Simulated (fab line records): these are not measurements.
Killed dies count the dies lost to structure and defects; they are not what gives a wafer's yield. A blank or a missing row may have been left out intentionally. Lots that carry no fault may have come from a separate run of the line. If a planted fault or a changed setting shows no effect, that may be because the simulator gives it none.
Chamber matching    flow berkeleyCmos170    4 sister chambers for UCB170_V2_CMP_02 on cmp-02
The step polishes SiO2. 16 wafers are shown with their chamber, then 8 later ones without.

## WAFERS, EACH WITH ITS CHAMBER
wafer   chamber  motorCurrentA (A)  headPressurePsi (psi)  retainingRingPressureFrac
L270.1  2        18.0               5.984                  0.994
L270.4  1        16.0               5.995                  0.999
L270.5  0        16.0               5.978                  1.001
L273.2  2        18.0               6.006                  0.993
L273.5  2        17.7               6.031                  1.009
L273.6  3        17.0               6.010                  1.003
L272.4  2        17.7               5.992                  1.002
L272.5  0        16.6               5.965                  0.993
L272.6  3        16.1               6.012                  1.010
L276.1  3        16.6               6.014                  1.003
L276.5  0        15.1               6.012                  0.998
L276.6  1        18.0               5.987                  0.990
L278.2  3        16.3               5.988                  0.996
L278.3  2        17.2               6.009                  1.000
L278.4  0        14.8               5.993                  1.006
L285.2  1        17.0               6.002                  1.006

SIGNATURES (averages over the wafers above)
reading                    chamber 0  chamber 1  chamber 2  chamber 3  scatter within a chamber
motorCurrentA              15.625     17.000     17.720     16.500     0.641
headPressurePsi            5.98700    5.99467    6.00440    6.00600    0.016
retainingRingPressureFrac  0.99950    0.99833    0.99960    1.00300    0.00636
Rule: for a wafer and a chamber, the distance is found by dividing, reading by reading, the gap between the wafer's reading and the chamber's mean by the reading's scatter, squaring, summing and taking the root. The wafer belongs to the nearest chamber; if the next one is less than 2 further off, it can't be placed. The scatter: take each reading less its chamber's mean, square it, sum over the shown wafers, divide by the number of wafers less the number of chambers, and take the root.

## WAFERS MISSING THEIR CHAMBER
wafer   motorCurrentA (A)  headPressurePsi (psi)  retainingRingPressureFrac
L285.4  15.9               6.005                  0.996
L285.5  15.6               5.993                  1.002
L286.2  15.5               6.003                  1.003
L286.3  18.3               6.005                  0.993
L286.5  16.2               6.005                  1.000
L292.2  16.4               6.016                  0.991
L292.3  16.8               6.010                  0.996
L292.6  18.2               6.031                  1.001

## WHICH CHAMBER EACH WENT THROUGH
wafer   from the rows above                in truth
L285.4  can't be placed: 0 or 3 or 1 or 2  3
L285.5  can't be placed: 0 or 3 or 1       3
L286.2  can't be placed: 0 or 3 or 1       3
L286.3  can't be placed: 2 or 1 or 3       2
L286.5  can't be placed: 3 or 1 or 0 or 2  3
L292.2  can't be placed: 3 or 1 or 0 or 2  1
L292.3  can't be placed: 1 or 3 or 2 or 0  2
L292.6  can't be placed: 2 or 1 or 3       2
0 of 8 placed correctly. Can't be placed from these rows: 8 (the true chamber is among the candidates in 8). 0 placed wrongly.
